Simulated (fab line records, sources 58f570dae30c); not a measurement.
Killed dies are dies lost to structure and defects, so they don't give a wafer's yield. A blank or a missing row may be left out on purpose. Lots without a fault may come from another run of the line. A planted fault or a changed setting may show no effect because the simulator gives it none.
A struck lot beside a sound one | flow berkeley_cmos170 | 16 steps out of a route of 331
Sound: wafers L208.1, L208.5, L208.6. Struck: wafers L205.1, L205.3, L205.5. The cause comes at the end.
At each step with rows: each side's tool, then ch and its chambers, then its first start. Under that, the readings that differ: sound wafers | struck wafers | difference of the means | sigmas: that difference in standard deviations of wafers without a fault.
alike: readings whose means differ by less than 2 such deviations, and words and numbers that are the same on both sides. not compared: withheld readings, readings that some wafer has no value for, bounds like >300 that may hide the same value, and numbers for which the record gives no deviation and whose values overlap.
The two part at a step that has a row with sigmas, a row that says differs or no value, or rows on one side only. Numbers that don't overlap but have no deviation are shown without sigmas and don't part them. A reading that every wafer of one side lacks parts them only if that side has two wafers or more.

first, 1 step without rows for these wafers: UCB170_M1_COAT_04 (resist thk 900 nm).
UCB170_M1_SOFTBAKE_05: time 62.11 s.
  sound on litho_track-03 ch 0; struck on litho_track-02 ch 0
  alike: plate_sensor_t_centre_C, plate_sensor_t_edge_C
then, 3 steps without rows for these wafers: UCB170_M1_EXPOSE_06 (exposes mask METAL1, target cd 700 nm); UCB170_M1_PEB_07; UCB170_M1_DEVELOP_08 (develop time 45 s).
UCB170_M1_CD_MEAS_09: target cd 700 nm.
  sound on cd_sem-02, day 9 12:37; struck on cd_sem-01, day 8 17:10
  alike: cd_nm
UCB170_M1_OVL_MEAS_10:
  sound on overlay-02, day 9 12:44; struck on overlay-01, day 8 17:17
  alike: M1_OVL
UCB170_M1_ETCH_11: etches BARC in N2/H2.
  sound on rie_diel-02 ch 0,1,2, day 9 12:46; struck on rie_diel-01 ch 0,2,3, day 8 17:19
  alike: drypump_motor_current_A, oes_product_au, rf_fwd_power_W, throttle_valve_pct
UCB170_M1_METAL_ETCH_12: etches Al in Cl2/BCl3, stops on PSG, target depth 780 nm, time 130 s.
  sound on rie_metal-02 ch 0,1, day 9 12:49; struck on rie_metal-03 ch 0, day 8 17:22
  reading               | sound             | struck            | difference | sigmas
  oes_product_au (a.u.) | 0.842 0.831 0.844 | 0.860 0.874 0.878 | +0.032     | +2
  alike: drypump_motor_current_A, rf_fwd_power_W, throttle_valve_pct
  not compared: rf_hours_counter_h
UCB170_M1_STRIP_13: strips in O2.
  sound on plasma_asher-01 ch 0,1, day 9 12:57; struck on plasma_asher-02 ch 1, day 8 17:30
  alike: drypump_motor_current_A, oes_product_au
  not compared: rf_hours_counter_h
UCB170_M1_CD_MEAS_90: target cd 700 nm.
  sound on cd_sem-01, day 9 13:03; struck on cd_sem-02, day 8 17:36
  alike: cd_nm
then, 1 step without rows for these wafers: UCB170_M1_ANNEAL_14 (time 1200 s).
UCB170_V1_CVD_00: deposits SiO2 from TEOS/O2, target thk 2000 nm, time 250 s.
  sound on pecvd-02 ch 0,1,2, day 9 16:21; struck on pecvd-04 ch 0,1, day 8 20:13
  reading                             | sound             | struck            | difference                    | sigmas
  rf_fwd_power_W (W)                  | 546.5 547.9 548.1 | - - -             | no value on the struck wafers |
  run_length_s (s)                    | 278.9 278.5 277.4 | 237.0 237.7 237.2 | -41.0                         | -61
  model.SiO2_of_V1_CVD_00.thk_nm (nm) | 1978 2014 2019    | 1676 1679 1704    | -317                          |
  alike: heater_power_w
UCB170_V1_THK_MEAS_01:
  sound on film_metro-03, day 9 16:31; struck on film_metro-03, day 8 20:22
  reading          | sound          | struck         | difference | sigmas
  V1_TEOS_THK (nm) | 1978 2014 2017 | 1676 1678 1703 | -317       | -14
UCB170_V1_CMP_02: polishes SiO2.
  sound on cmp-02 ch 0,2,3, day 9 16:40; struck on cmp-02 ch 1,3, day 8 20:34
  alike: motor_current_A
UCB170_M3_PROBE_99:
  the record has rows for the struck wafers here (prober-01, day 9 09:59) and none for the sound ones

WHERE THEY PART
First at UCB170_M1_METAL_ETCH_12; last, within this record, at UCB170_M3_PROBE_99.

WHY: what the simulator had put in
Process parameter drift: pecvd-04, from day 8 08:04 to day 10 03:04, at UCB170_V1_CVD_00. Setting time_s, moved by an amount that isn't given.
